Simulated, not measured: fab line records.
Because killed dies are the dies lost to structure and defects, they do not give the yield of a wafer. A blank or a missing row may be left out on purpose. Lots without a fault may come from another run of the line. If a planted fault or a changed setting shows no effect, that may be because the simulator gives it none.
fab line records + flow rit_cmos
record
- lots=14
- wafers=42
- last_day=7
route steps=202 shown PWELL@45 GATE@92 SPACER@128 M1@201
lots with no fault: from the same line, run without faults
start_h: hours from the record's first day to the start of the lot's first wafer shown + wait_h: hours elapsed since this lot's preceding step + " repeats the value in the row above + L1.1+2: several wafers, shown together as one row + - no value, or no start was given + * or withheld: withheld + < > ~ a bound
route shown NAME@n: NAME is a module with steps in the file, n the number in the route of the first one + usual: average and standard deviation across the fault-free wafers + same: alike in all rows + chamber/n: place in a boat + sites: per-site readings + _std_site: standard deviation of those values + _edge_site: outer sites' mean less inner sites' + radius_mm: for every site, how far away it sits from the centre of the wafer + mask NAME#n: copy n + behind: tool/chamber where the wafer was last shaped + hold: reason for holding the lot/hours on hold/outcome of the hold + device: names the non-switching transistor (n, p or np) + end of line: tests run on the same wafers once the route is complete + a step without rows: its recipe alone + killed: the dies lost at the first sort to structure and to defects; this is not the yield of the wafer + map: the dies of a wafer, with x for killed, . for not killed, _ for no die there
set.NAME: the setting the step ran with; set.NAME@STEP: the setting that earlier step ran with + model.NAME: the simulator's own value behind a step, which no gauge read
the route's steps for a sample of lots (tables are steps, rows are wafers)
## steps
# step RIT_PWELL_OVL_MEAS_06
# usual
- PWELL_OVL=-0.3/1.3
| lot.wafer | tool       | chamber | start_h | wait_h | PWELL_OVL[nm] |
|-----------|------------|---------|---------|--------|---------------|
| L589.3    | overlay-02 | -       | 22.59   | -      | -2.4          |
| L589.4    | "          | -       | "       | "      | -2.9          |
| L589.6    | "          | -       | "       | "      | -1.4          |
| L590.1    | overlay-01 | -       | 27.81   | -      | 0.5           |
| L590.4    | "          | -       | "       | "      | -0.1          |
| L590.5    | "          | -       | "       | "      | 0.4           |
| L591.3    | overlay-02 | -       | 31.87   | -      | 1.4           |
| L591.5    | "          | -       | "       | "      | 1.6           |
| L591.6    | "          | -       | "       | "      | 0.9           |
| L592.1    | overlay-01 | -       | 37.12   | -      | -0.5          |
| L592.2    | "          | -       | "       | "      | -1.8          |
| L592.5    | "          | -       | "       | "      | -1.0          |
| L593.2    | overlay-01 | -       | 42.04   | -      | 0.1           |
| L593.3    | "          | -       | "       | "      | -0.1          |
| L593.4    | "          | -       | "       | "      | 1.1           |
| L599.2    | overlay-02 | -       | 72.53   | -      | 0.0           |
| L599.5    | "          | -       | "       | "      | -1.1          |
| L599.6    | "          | -       | "       | "      | 0.3           |
| L601.1    | overlay-02 | -       | 83.36   | -      | -1.1          |
| L601.2    | "          | -       | "       | "      | -0.7          |
| L601.5    | "          | -       | "       | "      | -0.7          |
| L602.2    | overlay-02 | -       | 88.04   | -      | -1.4          |
| L602.3    | "          | -       | "       | "      | -1.3          |
| L602.4    | "          | -       | "       | "      | -1.8          |
| L603.3    | overlay-01 | -       | 93.61   | -      | 2.2           |
| L603.4    | "          | -       | "       | "      | 1.5           |
| L603.5    | "          | -       | "       | "      | -0.1          |
| L604.3    | overlay-01 | -       | 98.97   | -      | 1.4           |
| L604.5    | "          | -       | "       | "      | -2.6          |
| L604.6    | "          | -       | "       | "      | -0.6          |
| L606.3    | overlay-01 | -       | 108.88  | -      | 1.1           |
| L606.4    | "          | -       | "       | "      | 1.1           |
| L606.6    | "          | -       | "       | "      | 1.8           |
| L608.2    | overlay-02 | -       | 117.63  | -      | -0.4          |
| L608.3    | "          | -       | "       | "      | 0.2           |
| L608.5    | "          | -       | "       | "      | 1.2           |
| L609.1    | overlay-01 | -       | 121.93  | -      | 0.5           |
| L609.2    | "          | -       | "       | "      | 2.1           |
| L609.5    | "          | -       | "       | "      | 1.5           |
| L610.2    | overlay-01 | -       | 127.14  | -      | -0.9          |
| L610.3    | "          | -       | "       | "      | 1.6           |
| L610.4    | "          | -       | "       | "      | -1.5          |
# step RIT_GATE_CD_MEAS_16
# recipe
- target_cd_nm=150
# usual
- cd_nm=149.6/2.5
| lot.wafer | tool      | chamber | start_h | wait_h | cd_nm |
|-----------|-----------|---------|---------|--------|-------|
| L589.3    | cd_sem-01 | -       | 37.25   | -      | 149.7 |
| L589.4    | "         | -       | "       | "      | 155.7 |
| L589.6    | "         | -       | "       | "      | 152.7 |
| L590.1    | cd_sem-01 | -       | 41.72   | -      | 147.6 |
| L590.4    | "         | -       | "       | "      | 150.4 |
| L590.5    | "         | -       | "       | "      | 150.0 |
| L591.3    | cd_sem-01 | -       | 45.88   | -      | 150.8 |
| L591.5    | "         | -       | "       | "      | 151.4 |
| L591.6    | "         | -       | "       | "      | 152.0 |
| L592.1    | cd_sem-01 | -       | 51.20   | -      | 147.0 |
| L592.2    | "         | -       | "       | "      | 146.7 |
| L592.5    | "         | -       | "       | "      | 148.2 |
| L593.2    | cd_sem-01 | -       | 56.25   | -      | 153.6 |
| L593.3    | "         | -       | "       | "      | 150.1 |
| L593.4    | "         | -       | "       | "      | 153.2 |
| L599.2    | cd_sem-02 | -       | 86.96   | -      | 149.0 |
| L599.5    | "         | -       | "       | "      | 147.5 |
| L599.6    | "         | -       | "       | "      | 149.2 |
| L601.1    | cd_sem-01 | -       | 99.68   | -      | 153.0 |
| L601.2    | "         | -       | "       | "      | 150.5 |
| L601.5    | "         | -       | "       | "      | 149.5 |
| L602.2    | cd_sem-02 | -       | 105.87  | -      | 150.8 |
| L602.3    | "         | -       | "       | "      | 150.4 |
| L602.4    | "         | -       | "       | "      | 149.4 |
| L603.3    | cd_sem-02 | -       | 107.51  | -      | 152.8 |
| L603.4    | "         | -       | "       | "      | 152.3 |
| L603.5    | "         | -       | "       | "      | 152.1 |
| L604.3    | cd_sem-01 | -       | 113.04  | -      | 149.3 |
| L604.5    | "         | -       | "       | "      | 153.0 |
| L604.6    | "         | -       | "       | "      | 151.2 |
| L606.3    | cd_sem-01 | -       | 122.91  | -      | 146.8 |
| L606.4    | "         | -       | "       | "      | 146.6 |
| L606.6    | "         | -       | "       | "      | 146.1 |
| L608.2    | cd_sem-01 | -       | 132.33  | -      | 153.0 |
| L608.3    | "         | -       | "       | "      | 153.3 |
| L608.5    | "         | -       | "       | "      | 152.8 |
| L609.1    | cd_sem-02 | -       | 135.78  | -      | 149.1 |
| L609.2    | "         | -       | "       | "      | 150.2 |
| L609.5    | "         | -       | "       | "      | 151.4 |
| L610.2    | cd_sem-01 | -       | 142.28  | -      | 151.2 |
| L610.3    | "         | -       | "       | "      | 152.5 |
| L610.4    | "         | -       | "       | "      | 151.9 |
# step RIT_SPACER_CVD_03
# recipe
- material=Si3N4
- target_thk_nm=250
- temp_c=810
- precursor=SiH2Cl2/NH3
- time_s=3300
- pressure_mtorr=300
- sih2cl2_flow_sccm=60
- nh3_flow_sccm=150
# usual
- pressure_mtorr=300.1/0.6
- spike_tc_centre_C=812.4/1.1
- zone_power_load_pct=21.0/0.56
| lot.wafer | tool     | chamber | start_h | wait_h | pressure_mtorr | spike_tc_centre_C | zone_power_load_pct |
|-----------|----------|---------|---------|--------|----------------|-------------------|---------------------|
| L589.3    | lpcvd-01 | 0       | 46.89   | 0.0    | 300.1          | 810.1             | 20.9                |
| L589.4    | "        | 0       | "       | "      | 300.5          | 811.4             | 20.9                |
| L589.6    | "        | 0       | "       | "      | 301.0          | 811.7             | 21.1                |
| L590.1    | lpcvd-01 | 1       | 49.16   | 0.0    | 300.2          | 812.8             | 20.7                |
| L590.4    | "        | 1       | "       | "      | 300.9          | 812.7             | 20.8                |
| L590.5    | "        | 1       | "       | "      | 300.1          | 811.2             | 20.5                |
| L591.3    | lpcvd-01 | 0       | 52.92   | 0.0    | 299.4          | 810.4             | 21.4                |
| L591.5    | "        | 0       | "       | "      | 300.5          | 811.7             | 20.9                |
| L591.6    | "        | 0       | "       | "      | 301.0          | 810.8             | 21.1                |
| L592.1    | lpcvd-02 | 0       | 58.57   | 0.0    | 299.7          | 815.4             | 20.8                |
| L592.2    | "        | 0       | "       | "      | 299.9          | 811.3             | 20.7                |
| L592.5    | "        | 0       | "       | "      | 300.4          | 813.0             | 21.1                |
| L593.2    | lpcvd-01 | 0       | 63.21   | 0.0    | 300.2          | 812.0             | 21.0                |
| L593.3    | "        | 0       | "       | "      | 298.9          | 811.7             | 21.1                |
| L593.4    | "        | 0       | "       | "      | 299.1          | 809.8             | 21.0                |
| L599.2    | lpcvd-01 | 1       | 94.18   | 0.0    | 299.1          | 813.9             | 21.1                |
| L599.5    | "        | 1       | "       | "      | 298.9          | 810.0             | 21.1                |
| L599.6    | "        | 1       | "       | "      | 299.7          | 812.6             | 20.7                |
| L601.1    | lpcvd-01 | 1       | 107.52  | 0.0    | 299.8          | 811.0             | 20.4                |
| L601.2    | "        | 1       | "       | "      | 300.3          | 811.5             | 20.7                |
| L601.5    | "        | 1       | "       | "      | 299.4          | 811.6             | 21.2                |
| L602.2    | lpcvd-02 | 0       | 112.97  | 0.0    | 299.7          | 813.9             | 20.7                |
| L602.3    | "        | 0       | "       | "      | 299.9          | 813.0             | 20.9                |
| L602.4    | "        | 0       | "       | "      | 299.9          | 813.3             | 21.4                |
| L603.3    | lpcvd-01 | 0       | 115.03  | 0.0    | 299.7          | 811.6             | 21.2                |
| L603.4    | "        | 0       | "       | "      | 298.9          | 811.9             | 21.1                |
| L603.5    | "        | 0       | "       | "      | 298.9          | 810.2             | 20.8                |
| L604.3    | lpcvd-02 | 0       | 120.35  | 0.0    | 301.1          | 812.3             | 21.1                |
| L604.5    | "        | 0       | "       | "      | 300.2          | 813.0             | 21.3                |
| L604.6    | "        | 0       | "       | "      | 300.3          | 812.6             | 20.4                |
| L606.3    | lpcvd-02 | 0       | 130.02  | 0.0    | 300.2          | 813.0             | 20.9                |
| L606.4    | "        | 0       | "       | "      | 301.1          | 811.3             | 21.0                |
| L606.6    | "        | 0       | "       | "      | 300.0          | 811.5             | 20.9                |
| L608.2    | lpcvd-02 | 0       | 139.81  | 0.0    | 299.1          | 811.5             | 20.8                |
| L608.3    | "        | 0       | "       | "      | 300.7          | 812.3             | 20.7                |
| L608.5    | "        | 0       | "       | "      | 300.0          | 813.6             | 20.7                |
| L609.1    | lpcvd-02 | 0       | 142.94  | 0.0    | 299.4          | 811.6             | 20.7                |
| L609.2    | "        | 0       | "       | "      | 299.5          | 813.3             | 21.1                |
| L609.5    | "        | 0       | "       | "      | 299.4          | 814.8             | 21.2                |
| L610.2    | lpcvd-02 | 0       | 150.44  | 0.0    | 300.3          | 813.7             | 20.8                |
| L610.3    | "        | 0       | "       | "      | 300.6          | 813.2             | 21.0                |
| L610.4    | "        | 0       | "       | "      | 300.3          | 813.3             | 21.1                |
# step RIT_M1_BOW_MEAS_16
# recipe
- mode=bow
# usual
- M1_BOW=16/7
| lot.wafer | tool          | chamber | start_h | wait_h | M1_BOW[um] |
|-----------|---------------|---------|---------|--------|------------|
| L589.3    | film_metro-01 | -       | 59.89   | 0.0    | 19         |
| L589.4    | "             | -       | "       | "      | 18         |
| L589.6    | "             | -       | "       | "      | 5          |
| L590.1    | film_metro-02 | -       | 62.24   | 0.0    | 26         |
| L590.4    | "             | -       | "       | "      | 13         |
| L590.5    | "             | -       | "       | "      | 20         |
| L591.3    | film_metro-01 | -       | 66.25   | 0.0    | 26         |
| L591.5    | "             | -       | "       | "      | 19         |
| L591.6    | "             | -       | "       | "      | 15         |
| L592.1    | film_metro-01 | -       | 71.78   | 0.0    | 11         |
| L592.2    | "             | -       | "       | "      | 17         |
| L592.5    | "             | -       | "       | "      | 16         |
| L593.2    | film_metro-03 | -       | 76.29   | 0.0    | 17         |
| L593.3    | "             | -       | "       | "      | 9          |
| L593.4    | "             | -       | "       | "      | 18         |
| L599.2    | film_metro-02 | -       | 107.40  | 0.0    | 25         |
| L599.5    | "             | -       | "       | "      | 25         |
| L599.6    | "             | -       | "       | "      | 24         |
| L601.1    | film_metro-01 | -       | 120.55  | 0.0    | 24         |
| L601.2    | "             | -       | "       | "      | -2         |
| L601.5    | "             | -       | "       | "      | 9          |
| L602.2    | film_metro-02 | -       | 126.49  | 0.0    | 9          |
| L602.3    | "             | -       | "       | "      | 11         |
| L602.4    | "             | -       | "       | "      | 13         |
| L603.3    | film_metro-01 | -       | 128.67  | 0.0    | 27         |
| L603.4    | "             | -       | "       | "      | 14         |
| L603.5    | "             | -       | "       | "      | 9          |
| L604.3    | film_metro-01 | -       | 133.17  | 0.0    | 15         |
| L604.5    | "             | -       | "       | "      | 5          |
| L604.6    | "             | -       | "       | "      | 7          |
| L606.3    | film_metro-02 | -       | 143.03  | 0.0    | 15         |
| L606.4    | "             | -       | "       | "      | 23         |
| L606.6    | "             | -       | "       | "      | 15         |
| L608.2    | film_metro-01 | -       | 152.92  | 0.0    | 17         |
| L608.3    | "             | -       | "       | "      | 14         |
| L608.5    | "             | -       | "       | "      | 36         |
| L609.1    | film_metro-01 | -       | 156.11  | 0.0    | 13         |
| L609.2    | "             | -       | "       | "      | 1          |
| L609.5    | "             | -       | "       | "      | 7          |
| L610.2    | film_metro-03 | -       | 163.22  | 0.0    | 23         |
| L610.3    | "             | -       | "       | "      | 15         |
| L610.4    | "             | -       | "       | "      | 22         |
# step RIT_M1_PROBE_99
# usual
- killed_at_M0_to_M3=0.0/0.083
- killed_at_contacts=0.1/0.36
- killed_at_front_end=7.2/2.9
- killed_dies=7.4/2.9
- killed_on_rim=2.0/1.5
- killed_open=3.8/2
- killed_short=3.5/2
# same
- gross_dies=264
- killed_at_M4_up=0
- killed_at_back_side=0
- killed_at_other=0
| lot.wafer | tool      | chamber | start_h | wait_h | killed_at_M0_to_M3 | killed_at_contacts | killed_at_front_end | killed_dies | killed_on_rim | killed_open | killed_short |
|-----------|-----------|---------|---------|--------|--------------------|--------------------|---------------------|-------------|---------------|-------------|--------------|
| L589.3    | prober-02 | -       | 60.07   | 0.2    | 0                  | 1                  | 13                  | 14          | 4             | 5           | 9            |
| L589.4    | prober-02 | -       | 60.12   | 0.2    | 0                  | 0                  | 9                   | 9           | 2             | 4           | 5            |
| L589.6    | prober-02 | -       | 60.22   | 0.2    | 0                  | 0                  | 6                   | 6           | 1             | 3           | 3            |
| L590.1    | prober-01 | -       | 62.36   | 0.1    | 0                  | 0                  | 7                   | 7           | 2             | 2           | 5            |
| L590.4    | prober-01 | -       | 62.51   | 0.2    | 0                  | 0                  | 10                  | 10          | 4             | 5           | 5            |
| L590.5    | prober-01 | -       | 62.56   | 0.2    | 0                  | 0                  | 14                  | 14          | 6             | 10          | 4            |
| L591.3    | prober-02 | -       | 66.43   | 0.2    | 0                  | 0                  | 3                   | 3           | 1             | 1           | 2            |
| L591.5    | prober-02 | -       | 66.53   | 0.2    | 0                  | 0                  | 11                  | 11          | 1             | 6           | 5            |
| L591.6    | prober-02 | -       | 66.58   | 0.2    | 0                  | 0                  | 2                   | 2           | 2             | 1           | 1            |
| L592.1    | prober-01 | -       | 71.90   | 0.1    | 0                  | 0                  | 11                  | 11          | 3             | 5           | 6            |
| L592.2    | prober-01 | -       | 71.95   | 0.1    | 0                  | 0                  | 10                  | 10          | 4             | 6           | 4            |
| L592.5    | prober-01 | -       | 72.10   | 0.2    | 0                  | 0                  | 9                   | 9           | 4             | 7           | 2            |
| L593.2    | prober-02 | -       | 76.44   | 0.1    | 0                  | 0                  | 6                   | 6           | 1             | 3           | 3            |
| L593.3    | prober-02 | -       | 76.49   | 0.2    | 0                  | 0                  | 5                   | 5           | 1             | 2           | 3            |
| L593.4    | prober-02 | -       | 76.54   | 0.2    | 1                  | 0                  | 4                   | 5           | 3             | 3           | 2            |
| L599.2    | prober-02 | -       | 107.55  | 0.1    | 0                  | 0                  | 10                  | 10          | 7             | 3           | 1            |
| L599.5    | prober-02 | -       | 107.70  | 0.2    | 0                  | 1                  | 11                  | 12          | 7             | 2           | 3            |
| L599.6    | prober-02 | -       | 107.75  | 0.2    | 0                  | 0                  | 15                  | 15          | 8             | 2           | 6            |
| L601.1    | prober-01 | -       | 120.67  | 0.1    | 0                  | 0                  | 18                  | 18          | 10            | 2           | 7            |
| L601.2    | prober-01 | -       | 120.72  | 0.1    | 0                  | 0                  | 12                  | 12          | 7             | 1           | 4            |
| L601.5    | prober-01 | -       | 120.87  | 0.2    | 0                  | 0                  | 19                  | 19          | 10            | 8           | 5            |
| L602.2    | prober-02 | -       | 126.64  | 0.1    | 0                  | 0                  | 7                   | 7           | 0             | 4           | 2            |
| L602.3    | prober-02 | -       | 126.69  | 0.2    | 0                  | 1                  | 5                   | 6           | 3             | 2           | 4            |
| L602.4    | prober-02 | -       | 126.74  | 0.2    | 0                  | 0                  | 8                   | 8           | 3             | 4           | 3            |
| L603.3    | prober-01 | -       | 128.85  | 0.2    | 0                  | 0                  | 7                   | 7           | 2             | 3           | 3            |
| L603.4    | prober-01 | -       | 128.90  | 0.2    | 0                  | 0                  | 6                   | 6           | 1             | 3           | 3            |
| L603.5    | prober-01 | -       | 128.95  | 0.2    | 0                  | 1                  | 7                   | 8           | 2             | 4           | 4            |
| L604.3    | prober-02 | -       | 133.35  | 0.2    | 0                  | 0                  | 7                   | 7           | 3             | 3           | 4            |
| L604.5    | prober-02 | -       | 133.45  | 0.2    | 0                  | 0                  | 8                   | 8           | 1             | 2           | 6            |
| L604.6    | prober-02 | -       | 133.50  | 0.2    | 0                  | 0                  | 4                   | 4           | 0             | 2           | 2            |
| L606.3    | prober-02 | -       | 143.21  | 0.2    | 0                  | 0                  | 6                   | 6           | 2             | 2           | 4            |
| L606.4    | prober-02 | -       | 143.26  | 0.2    | 0                  | 0                  | 5                   | 5           | 0             | 3           | 2            |
| L606.6    | prober-02 | -       | 143.36  | 0.2    | 0                  | 0                  | 6                   | 6           | 2             | 2           | 4            |
| L608.2    | prober-02 | -       | 153.07  | 0.1    | 0                  | 0                  | 8                   | 8           | 1             | 2           | 6            |
| L608.3    | prober-02 | -       | 153.12  | 0.2    | 0                  | 0                  | 13                  | 13          | 5             | 6           | 7            |
| L608.5    | prober-02 | -       | 153.22  | 0.2    | 0                  | 0                  | 10                  | 10          | 3             | 3           | 7            |
| L609.1    | prober-01 | -       | 156.23  | 0.1    | 0                  | 0                  | 7                   | 7           | 4             | 4           | 3            |
| L609.2    | prober-01 | -       | 156.28  | 0.1    | 0                  | 0                  | 7                   | 7           | 0             | 2           | 5            |
| L609.5    | prober-01 | -       | 156.43  | 0.2    | 0                  | 0                  | 2                   | 2           | 0             | 1           | 1            |
| L610.2    | prober-02 | -       | 163.37  | 0.1    | 0                  | 0                  | 6                   | 6           | 1             | 3           | 3            |
| L610.3    | prober-02 | -       | 163.42  | 0.2    | 0                  | 1                  | 6                   | 7           | 3             | 5           | 2            |
| L610.4    | prober-02 | -       | 163.47  | 0.2    | 0                  | 0                  | 11                  | 11          | 3             | 8           | 3            |
# killed by level:class
L589.3 GATE:geometric_particle:short=3 SPACER:geometric_particle:short=3 FOX1:geometric_particle:short=2 GATE:geometric_particle:open=2 SPACER:geometric_particle:open=1 SILICIDE:geometric_particle:short=1 SILICIDE:geometric_particle:open=1 CONTACT:geometric_particle:open=1
L589.4 REOX:geometric_particle:open=2 ACTIVE:geometric_particle:short=1 FOX1:geometric_particle:open=1 FOX2:geometric_particle:short=1 GATE:geometric_particle:short=1 GATE:geometric_particle:open=1 REOX:geometric_particle:short=1 SILICIDE:geometric_particle:short=1
L589.6 GATE:geometric_particle:short=2 SPACER:geometric_particle:open=2 GATE:geometric_particle:open=1 REOX:geometric_particle:short=1
L590.1 GATE:geometric_particle:short=3 GATE:geometric_particle:open=1 REOX:geometric_particle:open=1 SPACER:geometric_particle:short=1 SILICIDE:geometric_particle:short=1
L590.4 GATE:geometric_particle:open=3 GATE:geometric_particle:short=2 SILICIDE:geometric_particle:short=2 ACTIVE:geometric_particle:open=1 FOX2:geometric_particle:short=1 REOX:geometric_particle:open=1
L590.5 GATE:geometric_particle:open=5 SPACER:geometric_particle:open=2 SILICIDE:geometric_particle:open=2 FOX2:geometric_particle:short=1 GATE:geometric_particle:short=1 REOX:geometric_particle:short=1 REOX:geometric_particle:open=1 SPACER:geometric_particle:short=1
L591.3 GATE:geometric_particle:open=1 GATE:geometric_particle:short=1 SPACER:geometric_particle:short=1
L591.5 GATE:geometric_particle:short=3 GATE:geometric_particle:open=2 SPACER:geometric_particle:open=2 FOX1:geometric_particle:short=1 FOX2:geometric_particle:short=1 FOX2:geometric_particle:open=1 REOX:geometric_particle:open=1
L591.6 GATE:geometric_particle:short=1 SILICIDE:geometric_particle:open=1
L592.1 GATE:geometric_particle:open=2 SPACER:geometric_particle:open=2 SILICIDE:geometric_particle:short=2 FOX1:geometric_particle:short=1 FOX2:geometric_particle:short=1 GATE:geometric_particle:short=1 SPACER:geometric_particle:short=1 SILICIDE:geometric_particle:open=1
L592.2 SPACER:geometric_particle:open=2 SPACER:geometric_particle:short=2 SILICIDE:geometric_particle:open=2 GATE:geometric_particle:open=1 GATE:geometric_particle:short=1 REOX:geometric_particle:open=1 SILICIDE:geometric_particle:short=1
L592.5 SPACER:geometric_particle:open=3 FOX1:geometric_particle:open=1 GATE:geometric_particle:open=1 GATE:geometric_particle:short=1 REOX:geometric_particle:short=1 REOX:geometric_particle:open=1 SILICIDE:geometric_particle:open=1
L593.2 FOX1:geometric_particle:open=1 FOX2:geometric_particle:short=1 GATE:geometric_particle:short=1 REOX:geometric_particle:open=1 SPACER:geometric_particle:open=1 SPACER:geometric_particle:short=1
L593.3 GATE:geometric_particle:open=2 FOX2:geometric_particle:short=1 SPACER:geometric_particle:short=1 SILICIDE:geometric_particle:short=1
L593.4 FOX2:geometric_particle:short=1 GATE:geometric_particle:short=1 GATE:geometric_particle:open=1 SILICIDE:geometric_particle:open=1 M1:geometric_particle:open=1
L599.2 SPACER:unspecified=6 FOX1:geometric_particle:short=1 REOX:geometric_particle:open=1 SPACER:geometric_particle:open=1 SILICIDE:geometric_particle:open=1
L599.5 SPACER:unspecified=7 REOX:geometric_particle:short=2 FOX1:geometric_particle:open=1 REOX:geometric_particle:open=1 CONTACT:geometric_particle:short=1
L599.6 SPACER:unspecified=7 FOX1:geometric_particle:open=2 FOX1:geometric_particle:short=2 SPACER:geometric_particle:short=2 FOX2:geometric_particle:short=1 REOX:geometric_particle:short=1
L601.1 SPACER:unspecified=9 FOX2:geometric_particle:short=2 GATE:geometric_particle:short=2 ACTIVE:geometric_particle:short=1 FOX1:geometric_particle:short=1 GATE:geometric_particle:open=1 SPACER:geometric_particle:short=1 SPACER:geometric_particle:open=1
L601.2 SPACER:unspecified=7 GATE:geometric_particle:short=2 FOX1:geometric_particle:open=1 SPACER:geometric_particle:short=1 SILICIDE:geometric_particle:short=1
L601.5 SPACER:unspecified=6 FOX1:geometric_particle:open=3 FOX1:geometric_particle:short=2 SPACER:geometric_particle:open=2 GATE:geometric_particle:open=1 GATE:geometric_particle:short=1 REOX:geometric_particle:open=1 SPACER:geometric_particle:short=1
L602.2 GATE:geometric_particle:open=3 FOX1:geometric_particle:short=1 SPACER:geometric_particle:short=1 SILICIDE:geometric_particle:open=1 PRETRO:coat_microbubble_printed=1
L602.3 GATE:geometric_particle:short=2 FOX2:geometric_particle:short=1 FOX2:geometric_particle:open=1 GATE:geometric_particle:open=1 CONTACT:geometric_particle:short=1
L602.4 GATE:geometric_particle:open=2 GATE:geometric_particle:short=2 REOX:geometric_particle:open=1 SPACER:geometric_particle:open=1 SPACER:geometric_particle:short=1 PRETRO:coat_microbubble_printed=1
L603.3 FOX2:geometric_particle:short=1 GATE:geometric_particle:short=1 REOX:geometric_particle:open=1 REOX:geometric_particle:short=1 SPACER:geometric_particle:open=1 SILICIDE:geometric_particle:open=1 NRETRO:coat_microbubble_printed=1
L603.4 SPACER:geometric_particle:short=2 GATE:geometric_particle:short=1 GATE:geometric_particle:open=1 SPACER:geometric_particle:open=1 SILICIDE:geometric_particle:open=1
L603.5 SILICIDE:geometric_particle:short=2 GATE:geometric_particle:short=1 GATE:geometric_particle:open=1 REOX:geometric_particle:open=1 SPACER:geometric_particle:open=1 SILICIDE:geometric_particle:open=1 CONTACT:geometric_particle:short=1
L604.3 GATE:geometric_particle:open=2 SPACER:geometric_particle:short=2 FOX2:geometric_particle:short=1 GATE:geometric_particle:short=1 REOX:geometric_particle:open=1
L604.5 FOX2:geometric_particle:short=2 GATE:geometric_particle:short=2 REOX:geometric_particle:short=2 GATE:geometric_particle:open=1 SPACER:geometric_particle:open=1
L604.6 FOX2:geometric_particle:open=1 GATE:geometric_particle:open=1 SPACER:geometric_particle:short=1 SILICIDE:geometric_particle:short=1
L606.3 GATE:geometric_particle:open=2 GATE:geometric_particle:short=1 REOX:geometric_particle:short=1 SPACER:geometric_particle:short=1 SILICIDE:geometric_particle:short=1
L606.4 REOX:geometric_particle:open=3 REOX:geometric_particle:short=1 SPACER:geometric_particle:short=1
L606.6 SPACER:geometric_particle:short=3 REOX:geometric_particle:open=1 REOX:geometric_particle:short=1 SPACER:geometric_particle:open=1
L608.2 GATE:geometric_particle:short=3 FOX1:geometric_particle:short=2 GATE:geometric_particle:open=2 SPACER:geometric_particle:short=1
L608.3 GATE:geometric_particle:open=4 GATE:geometric_particle:short=2 SPACER:geometric_particle:short=2 SILICIDE:geometric_particle:short=2 FOX1:geometric_particle:short=1 REOX:geometric_particle:open=1 SILICIDE:geometric_particle:open=1
L608.5 GATE:geometric_particle:short=4 ACTIVE:geometric_particle:short=1 FOX1:geometric_particle:open=1 GATE:geometric_particle:open=1 SPACER:geometric_particle:short=1 SILICIDE:geometric_particle:short=1 SILICIDE:geometric_particle:open=1
L609.1 GATE:geometric_particle:open=2 REOX:geometric_particle:short=2 FOX2:geometric_particle:open=1 GATE:geometric_particle:short=1 SILICIDE:geometric_particle:open=1
L609.2 GATE:geometric_particle:short=3 REOX:geometric_particle:open=2 FOX1:geometric_particle:short=1 SPACER:geometric_particle:short=1
L609.5 FOX1:geometric_particle:short=1 SPACER:geometric_particle:open=1
L610.2 FOX1:geometric_particle:open=2 SPACER:geometric_particle:short=2 FOX1:geometric_particle:short=1 GATE:geometric_particle:open=1
L610.3 GATE:geometric_particle:open=2 SILICIDE:geometric_particle:open=2 SPACER:geometric_particle:open=1 SILICIDE:geometric_particle:short=1 CONTACT:geometric_particle:short=1
L610.4 FOX1:geometric_particle:open=3 GATE:geometric_particle:open=2 GATE:geometric_particle:short=2 SPACER:geometric_particle:open=2 SILICIDE:geometric_particle:short=1 SILICIDE:geometric_particle:open=1
## key
first_sign
- step=RIT_M1_PROBE_99
- reading=killed_at_front_end
- direction=up
- sigmas=2.4
- usual=7.2
- struck=14.2
effect
- step=RIT_M1_PROBE_99
- reading=killed_dies
- direction=up
- sigmas=2.4
- usual=7.4
- struck=14.3
met_at RIT_SPACER_CVD_03
struck_lots L599,L601
struck_wafers L599.2,L599.5,L599.6,L601.1,L601.2,L601.5
tester_left_out L599,L601
not_acting_at RIT_PWELL_OVL_MEAS_06,RIT_GATE_CD_MEAS_16,RIT_M1_BOW_MEAS_16
onset_between 49.16 94.18
fault
- kind=chamber_particle_source
- tool=lpcvd-01
- chamber=1
- onset_h=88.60
- steps=RIT_SPACER_CVD_03
- rate_per_visit_cm2=1.8969
- end_h=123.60
# tester_left_out: of these lots the tester's yield and bins aren't shown, on N5 and GAA mostly nor the transistor test; their killed dies are dies lost to structure and defects alone, not to doping, threshold or leakage, so they don't give the yield
